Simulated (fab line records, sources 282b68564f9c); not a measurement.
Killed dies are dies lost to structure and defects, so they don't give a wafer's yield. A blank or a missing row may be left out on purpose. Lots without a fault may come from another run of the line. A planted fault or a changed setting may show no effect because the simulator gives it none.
Which tool did it? | flow rit_cmos | 7 lots, 21 wafers sampled, at 3 steps of a route of 202

WHAT THE GAUGES READ, wafer by wafer
RIT_SILICIDE_RS_MEAS_02: measures by four-point-probe.
lot  | measured    | on            | SILICIDE_TI_RS (ohm/sq)
L611 | day 3 07:19 | film_metro-03 | 47.1 47.6 48.0
L613 | day 3 16:59 | film_metro-03 | 47.8 48.2 48.3
L617 | day 4 12:42 | film_metro-02 | 47.1 47.3 46.2
L619 | day 5 00:33 | film_metro-02 | 49.0 48.1 47.9
L625 | day 6 05:20 | film_metro-03 | 47.1 46.9 48.5
L629 | day 7 00:46 | film_metro-01 | 47.2 47.1 47.0
L633 | day 7 20:37 | film_metro-03 | 46.7 47.0 47.3

WHICH TOOL RAN EACH LOT (tool, then ch and the chambers of the sampled wafers, then the start)
lot  | RIT_NSD_STRIP_09                    | RIT_SILICIDE_SPUTTER_01
L611 | plasma_asher-02 ch 0,1, day 3 04:27 | pvd_sputter-02, day 3 07:07
L613 | plasma_asher-03 ch 0,1, day 3 14:07 | pvd_sputter-01, day 3 16:50
L617 | plasma_asher-03 ch 0,1, day 4 09:58 | pvd_sputter-02, day 4 12:33
L619 | plasma_asher-04 ch 0,1, day 4 21:42 | pvd_sputter-01, day 5 00:20
L625 | plasma_asher-03 ch 1, day 6 02:29   | pvd_sputter-03, day 6 05:11
L629 | plasma_asher-02 ch 0,1, day 6 21:55 | pvd_sputter-02, day 7 00:33
L633 | plasma_asher-03 ch 0, day 7 17:52   | pvd_sputter-02, day 7 20:26
- RIT_NSD_STRIP_09: strips in O2, time 180 s.
- RIT_SILICIDE_SPUTTER_01: material Ti, target thk 30 nm, time 240 s.

THE ANSWER, worked out from the rows above alone
Rule: what is usual is taken from the lots themselves. Put in order of their means at a reading, lots are off if they are a third of the lots or fewer, leave a main group of 4 or more, and stand apart from it by a gap of 3 or more times the standard deviation of the main group's means; of several such gaps the widest counts. A main group whose means are all the same, to the digits that the tables above print for the reading, isn't used. A lot without any number at a reading at which 4 lots or more have one is off too. The other lots that the step has rows for count as sound.
No lot is off at any reading shown: from this, nothing can be told.

WHAT THE SIMULATOR HAD PUT IN
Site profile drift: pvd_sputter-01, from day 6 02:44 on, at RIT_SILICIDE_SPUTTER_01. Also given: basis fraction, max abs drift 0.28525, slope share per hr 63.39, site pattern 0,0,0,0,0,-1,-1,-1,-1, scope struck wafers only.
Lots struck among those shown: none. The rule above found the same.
